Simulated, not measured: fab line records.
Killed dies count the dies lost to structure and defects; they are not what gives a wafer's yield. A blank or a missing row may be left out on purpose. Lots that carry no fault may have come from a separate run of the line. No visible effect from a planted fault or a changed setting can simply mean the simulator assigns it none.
A struck lot beside a sound one | flow rit cmos | 19 steps out of a route of 202
Sound: these wafers, L189.2, L189.5, L189.6. Wafers L205.1, L205.4, L205.6 were the ones struck. The cause comes at the end.
Each step with rows lists, per side, the tool, then ch with its chambers, then its first start. Under that, the readings that differ: sound wafers | struck wafers | difference of the means | sigmas: that difference in standard deviations of wafers without a fault.
alike: words and numbers the same on both sides, and readings whose means are apart by under 2 such deviations; not compared: readings that were withheld, readings missing a value for some wafer, numbers with overlapping values and no deviation given by the record, and bounds like >300 which may hide the same value.
Wherever a step has rows on one side only, a row that says differs or no value, or a row with sigmas, the two part there. Numbers that have no deviation but don't overlap get no sigmas and don't part them. Lack of a reading on every wafer of one side parts them only where that side has two or more wafers.

first, 3 steps without rows for these wafers: RIT_GATE_CLEAN_02 (cleans in dHF, time 30 s); RIT_GATE_CLEAN_03 (cleans in SC2, time 600 s); RIT_GATE_CLEAN_04 (cleans in dHF, time 60 s).
RIT_FOX2_THK_MEAS_91:
  sound on film metro-03 at day 2 09:45; struck on film metro-02 at day 5 17:13
  reading                     | sound       | struck      | difference | sigmas
  FIELD_OXIDE_LEFT_2_THK (nm) | 264 261 263 | 248 241 243 | -19        | -3
then, 2 steps without rows for these wafers: RIT_GATE_OXIDATION_05 (target thk 3 nm, ox time 270 s); RIT_GATE_ANNEAL_06 (time 600 s).
RIT_GATE_THK_MEAS_07:
  sound on film metro-02 at day 2 11:23; struck on film metro-03 at day 5 22:16
  alike: GATE_OXIDE_THK
then, 1 step without rows for these wafers: RIT_GATE_CVD_08 (deposits poly-Si from SiH4, target thk 250 nm, time 2220 s).
RIT_GATE_THK_MEAS_09:
  sound on film metro-03 at day 2 14:00; struck on film metro-03 at day 5 23:56
  alike: GATE_POLY_THK
then, 3 steps without rows for these wafers: RIT_GATE_HMDS_10 (prime time 60 s); RIT_GATE_COAT_11 (resist thk 850 nm); RIT_GATE_SOFTBAKE_12 (time 60 s).
RIT_GATE_EXPOSE_13: exposes mask M6, target cd 150 nm.
  sound on iline stepper-02 ch 0, day 2 14:47; struck on iline stepper-01 ch 0, day 6 00:34
  reading                      | sound                      | struck            | difference | sigmas
  model.GATE.overlay x nm (nm) | -0.09472 -0.09472 -0.09472 | 239.4 239.4 239.4 | +239.5     |
  alike: mask
then, 2 steps without rows for these wafers: RIT_GATE_PEB_14; RIT_GATE_DEVELOP_15 (develop time 51.16 s).
RIT_GATE_CD_MEAS_16 targets a cd of 150 nm.
  sound on cd sem-02 at day 2 15:11; struck on cd sem-01 at day 6 00:58
  alike: cd nm
RIT_GATE_OVL_MEAS_17:
  sound on overlay-02 at day 2 15:18; struck on overlay-02 at day 6 01:05
  reading       | sound        | struck            | difference | sigmas
  GATE_OVL (nm) | -1.9 0.1 0.0 | 238.8 238.4 239.8 | +239.6     | +99 or more
then, 1 step without rows for these wafers: RIT_GATE_HARDBAKE_18 (time 60 s).
RIT_M1_PROBE_99:
  sound on prober-02 at day 3 11:35; struck on prober-02 at day 7 01:07
  reading                                    | sound                | struck               | difference | sigmas
  model.etest.pldd.width nm (nm)             | 3194 3198 3189       | 3041 3031 3030       | -160       |
  model.etest.nldd.width nm (nm)             | 3207 3190 3186       | 3014 3031 3012       | -175       |
  model.etest.gate end array.leak log10 a um | -13.05 -12.86 -12.8  | -6.238 -6.263 -6.439 | +6.590     |
  model.etest.nldd.line ohm um               | 115.7 113.7 113.7    | 122.8 120.5 120      | +6.7       |
  model.etest.select edge diode n.over limit | 0 0 0                | 1 1 1                | +1         |
  model.etest.select edge diode p.over limit | 0 0 0                | 1 1 1                | +1         |
  model.etest.nmos_0p15.junction log10 a um  | -13.39 -13.61 -13.53 | -12.7 -12.66 -12.79  | +0.8       |
  model.etest.nmos narrow.off log10 a um     | -13.39 -13.25 -13.28 | -12.62 -12.6 -12.69  | +0.67      |
  alike: killed at front end, killed dies, killed open, killed short

WHERE THEY PART
First at RIT_FOX2_THK_MEAS_91; last, within this record, at RIT_GATE_OVL_MEAS_17. Later steps at which nothing parts them and some readings are alike: RIT_M1_PROBE_99.

WHY: what had been put in by the simulator
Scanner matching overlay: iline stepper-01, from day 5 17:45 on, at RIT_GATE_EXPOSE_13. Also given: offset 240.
